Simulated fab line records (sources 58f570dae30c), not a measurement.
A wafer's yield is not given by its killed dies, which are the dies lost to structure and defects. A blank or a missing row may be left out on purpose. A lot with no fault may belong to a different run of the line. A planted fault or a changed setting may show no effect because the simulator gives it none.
Split-lot trial / flow berkeley-cmos170 / 5 lots, 23 wafers read, on a route of 331 steps

## THE SPLIT
At UCB170_SPACER_CVD_00 (deposits SiO2 from TEOS/O2, target thk 376 nm, time 47 s), the setting time-s was moved away from the recipe's 47 s on 5 of the 23 wafers read, by -4.4% to +7.3%. For the rest of the wafers, this setting stayed at what the recipe calls for.

## FROM THE SPLIT TO THE READING: what the file shows between them, 2 steps
- UCB170_SPACER_THK_MEAS_01
- UCB170_SPACER_ANNEAL_02: time 1800 s

## THE READING
oes-product-au, in a.u., at UCB170_SPACER_ETCHBACK_03 (etches SiO2 in CHF3/CF4/Ar, stops on Si, target depth 376 nm, time 100 s). Typical for fault-free wafers on this fab line: 0.890 a.u., with standard deviation 0.016 a.u.

wafer=L074.1; tool, chamber at the split=pecvd-04, 1; time-s as run, s=50.41; against the recipe=+7.3%; oes-product-au, a.u.=0.923; against lot-mates on the recipe=+0.030
wafer=L074.2; tool, chamber at the split=pecvd-04, 0; time-s as run, s=47; against the recipe=recipe; oes-product-au, a.u.=0.895; against lot-mates on the recipe=-
wafer=L074.3; tool, chamber at the split=pecvd-04, 2; time-s as run, s=47; against the recipe=recipe; oes-product-au, a.u.=0.894; against lot-mates on the recipe=-
wafer=L074.4; tool, chamber at the split=pecvd-04, 2; time-s as run, s=47; against the recipe=recipe; oes-product-au, a.u.=0.891; against lot-mates on the recipe=-
wafer=L074.5; tool, chamber at the split=pecvd-04, 1; time-s as run, s=50.41; against the recipe=+7.3%; oes-product-au, a.u.=0.935; against lot-mates on the recipe=+0.042
wafer=L078.1; tool, chamber at the split=pecvd-04, 1; time-s as run, s=47; against the recipe=recipe; oes-product-au, a.u.=0.891; against lot-mates on the recipe=-
wafer=L078.2; tool, chamber at the split=pecvd-04, 0; time-s as run, s=47; against the recipe=recipe; oes-product-au, a.u.=0.890; against lot-mates on the recipe=-
wafer=L078.3; tool, chamber at the split=pecvd-04, 2; time-s as run, s=47; against the recipe=recipe; oes-product-au, a.u.=0.891; against lot-mates on the recipe=-
wafer=L078.5; tool, chamber at the split=pecvd-04, 0; time-s as run, s=47; against the recipe=recipe; oes-product-au, a.u.=0.893; against lot-mates on the recipe=-
wafer=L078.6; tool, chamber at the split=pecvd-04, 1; time-s as run, s=47; against the recipe=recipe; oes-product-au, a.u.=0.896; against lot-mates on the recipe=-
wafer=L083.1; tool, chamber at the split=pecvd-01, 0; time-s as run, s=47; against the recipe=recipe; oes-product-au, a.u.=0.904; against lot-mates on the recipe=-
wafer=L083.2; tool, chamber at the split=pecvd-01, 2; time-s as run, s=44.94; against the recipe=-4.4%; oes-product-au, a.u.=0.864; against lot-mates on the recipe=-0.033
wafer=L083.3; tool, chamber at the split=pecvd-01, 1; time-s as run, s=47; against the recipe=recipe; oes-product-au, a.u.=0.890; against lot-mates on the recipe=-
wafer=L083.4; tool, chamber at the split=pecvd-01, 2; time-s as run, s=44.94; against the recipe=-4.4%; oes-product-au, a.u.=0.884; against lot-mates on the recipe=-0.013
wafer=L083.6; tool, chamber at the split=pecvd-01, 0; time-s as run, s=44.94; against the recipe=-4.4%; oes-product-au, a.u.=0.864; against lot-mates on the recipe=-0.033
wafer=L085.1; tool, chamber at the split=pecvd-01, 1,2; time-s as run, s=47; against the recipe=recipe; oes-product-au, a.u.=0.876; against lot-mates on the recipe=-
wafer=L085.3; tool, chamber at the split=pecvd-01, 1,2; time-s as run, s=47; against the recipe=recipe; oes-product-au, a.u.=0.868; against lot-mates on the recipe=-
wafer=L085.5; tool, chamber at the split=pecvd-01, 0; time-s as run, s=47; against the recipe=recipe; oes-product-au, a.u.=0.874; against lot-mates on the recipe=-
wafer=L084.1; tool, chamber at the split=pecvd-03, 2; time-s as run, s=47; against the recipe=recipe; oes-product-au, a.u.=0.894; against lot-mates on the recipe=-
wafer=L084.2; tool, chamber at the split=pecvd-03, 0; time-s as run, s=47; against the recipe=recipe; oes-product-au, a.u.=0.903; against lot-mates on the recipe=-
wafer=L084.3; tool, chamber at the split=pecvd-03, 1; time-s as run, s=47; against the recipe=recipe; oes-product-au, a.u.=0.889; against lot-mates on the recipe=-
wafer=L084.4; tool, chamber at the split=pecvd-03, 1; time-s as run, s=47; against the recipe=recipe; oes-product-au, a.u.=0.907; against lot-mates on the recipe=-
wafer=L084.5; tool, chamber at the split=pecvd-03, 0; time-s as run, s=47; against the recipe=recipe; oes-product-au, a.u.=0.903; against lot-mates on the recipe=-
The file does not say which wafer passed through which chamber wherever a row lists several chambers: such a row stands for several wafers.

THE FIT
A straight line over all 23 wafers: oes-product-au changes by +0.00502 a.u. for each +1% of time-s; r = +0.81; the points scatter about the line by 0.01 a.u.
The same after taking each lot's own level away (the mean of its wafers on the recipe; 23 wafers): +0.00531 a.u. for each +1%; r = +0.93; scatter 0.006 a.u.
Per that fit: largest time-s move, reading shift of 0.039 a.u.
From 0.8727 to 0.8992 a.u.: that is the span of the lots' own levels, equal to 1.7 times the standard deviation above.
The two slopes are in agreement: the lot-to-lot level therefore moves the slope only a little.
Check: for one of the wafers moved furthest among these (+7.3%), held out of the fit, the line's prediction against its lot-mates is +0.0425 a.u. It came out at +0.0297 a.u. against them.

## ADDITIONAL SPLITS CARRIED BY THESE WAFERS
Other splits were also applied to these wafers ahead of the reading. Each is held against what the fit with the lots' levels taken away leaves over:
other split on the same wafers=UCB170_START_OXIDATION_02 ox-time-s; wafers away from the commonest value=18; r with oes-product-au (lot level and that fit taken away)=-0.07
other split on the same wafers=UCB170_PWELL_OXIDATION_02 temp-c; wafers away from the commonest value=10; r with oes-product-au (lot level and that fit taken away)=+0.06
other split on the same wafers=UCB170_PWELL_ETCH_14 rf-w; wafers away from the commonest value=9; r with oes-product-au (lot level and that fit taken away)=-0.13
other split on the same wafers=UCB170_ACTIVE_CVD_05 time-s; wafers away from the commonest value=18; r with oes-product-au (lot level and that fit taken away)=-0.08
other split on the same wafers=UCB170_FIELD_OXIDATION_01 temp-c; wafers away from the commonest value=10; r with oes-product-au (lot level and that fit taken away)=-0.04
other split on the same wafers=UCB170_GATE_CVD_04 temp-c; wafers away from the commonest value=18; r with oes-product-au (lot level and that fit taken away)=+0.04
other split on the same wafers=UCB170_PLDD_IMPLANT_08 dose-cm2; wafers away from the commonest value=8; r with oes-product-au (lot level and that fit taken away)=+0.15

## THE WHOLE CHAIN: every reading that the file lists as answering this split, in the file's order
step=UCB170_SPACER_CVD_00; what it does=deposits SiO2 from TEOS/O2, target thk 376 nm, time 47 s; reading=SiO2_of_SPACER_CVD_00.thk-nm (the simulator's own value, which no gauge read); change (the file's fit)=+3.54 nm for each +1% of the setting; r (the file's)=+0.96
step=UCB170_SPACER_THK_MEAS_01; what it does=; reading=SPACER_TEOS_THK; change (the file's fit)=+3.52 for each +1% of the setting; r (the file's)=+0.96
step=UCB170_SPACER_ETCHBACK_03; what it does=etches SiO2 in CHF3/CF4/Ar, stops on Si, target depth 376 nm, time 100 s; reading=oes-product-au; change (the file's fit)=+0.00521 a.u. for each +1% of the setting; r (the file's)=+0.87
step=UCB170_SPACER_ETCHBACK_03; what it does=etches SiO2 in CHF3/CF4/Ar, stops on Si, target depth 376 nm, time 100 s; reading=etch.depth-nm (the simulator's own value, which no gauge read); change (the file's fit)=+3.57 nm for each +1% of the setting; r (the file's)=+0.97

## THE FILE'S OWN FIT
oes-product-au changes by +0.00521 a.u. for each +1% of time-s, r = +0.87.
